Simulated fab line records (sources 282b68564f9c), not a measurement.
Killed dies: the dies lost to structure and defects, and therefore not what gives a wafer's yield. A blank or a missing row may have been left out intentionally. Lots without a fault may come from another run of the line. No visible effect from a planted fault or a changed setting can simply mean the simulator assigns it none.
What tool caused it? + flow rit-cmos + 21 wafers from 7 lots sampled at 2 of the route's 202 steps

## WHAT THE GAUGES SHOWED, per wafer
RIT_PSD_TW_MEAS_10.
| lot  | measured    | on            | PSD_TW                        |
|------|-------------|---------------|-------------------------------|
| L357 | day 3 16:53 | film-metro-02 | 3434 3433 3459                |
| L360 | day 4 07:59 | film-metro-03 | 3438 3416 3431                |
| L362 | day 4 14:47 | film-metro-03 | 3449 3445 3455                |
| L368 | day 6 12:02 | film-metro-02 | 3561 3587 3561 3540 3562 3543 |
| L373 | day 7 06:32 | film-metro-03 | 3462 3471 3480                |
| L376 | day 7 18:29 | film-metro-04 | 3405 3410 3431                |
| L378 | day 8 02:19 | film-metro-02 | 3460 3470 3452                |

## TOOL THAT RAN EACH LOT (tool first, then ch and the chambers of the sampled wafers, then the start)
| lot  | RIT_PSD_IMPLANT_08             |
|------|--------------------------------|
| L357 | implanter-03 ch 0, day 3 16:34 |
| L360 | implanter-02 ch 0, day 4 07:40 |
| L362 | implanter-02 ch 0, day 4 14:29 |
| L368 | implanter-02 ch 0, day 6 11:34 |
| L373 | implanter-03 ch 0, day 7 06:14 |
| L376 | implanter-01 ch 0, day 7 18:11 |
| L378 | implanter-01 ch 0, day 8 01:59 |
- RIT_PSD_IMPLANT_08

## THE ANSWER, worked out from the rows above alone
Rule: usual is defined by the lots themselves. Put in order of their means at a reading, lots are off if they are a third of the lots or fewer, leave a main group of 4 or more, and stand apart from it by a gap of 3 or more times the standard deviation of the main group's means; of several such gaps the widest counts. The tables above print the reading to a certain number of digits; a main group whose means all agree to those digits is not used. A lot without any number at a reading at which 4 lots or more have one is off too. The other lots that the step has rows for count as sound.
Off: L368, seen at RIT_PSD_TW_MEAS_10 (PSD_TW). The main group: mean 3444, standard deviation 19.
If a tool, at a process step before that reading, ran all the lots that are off and no sound lot after the first of them, it fits. Those tools and the gauges at RIT_PSD_TW_MEAS_10 are tried in the same way. One fits: RIT_PSD_IMPLANT_08 on implanter-02. Its last sound lot is L362 (day 4 14:29), its first lot that is off L368 (day 6 11:34): a fault that began between those two fits.

## WHAT HAD BEEN PUT IN BY THE SIMULATOR
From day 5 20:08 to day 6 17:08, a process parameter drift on implanter-02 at RIT_PSD_IMPLANT_08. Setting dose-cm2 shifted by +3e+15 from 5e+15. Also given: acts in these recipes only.
Struck lots among those shown: L368. The rule given above showed the same thing.
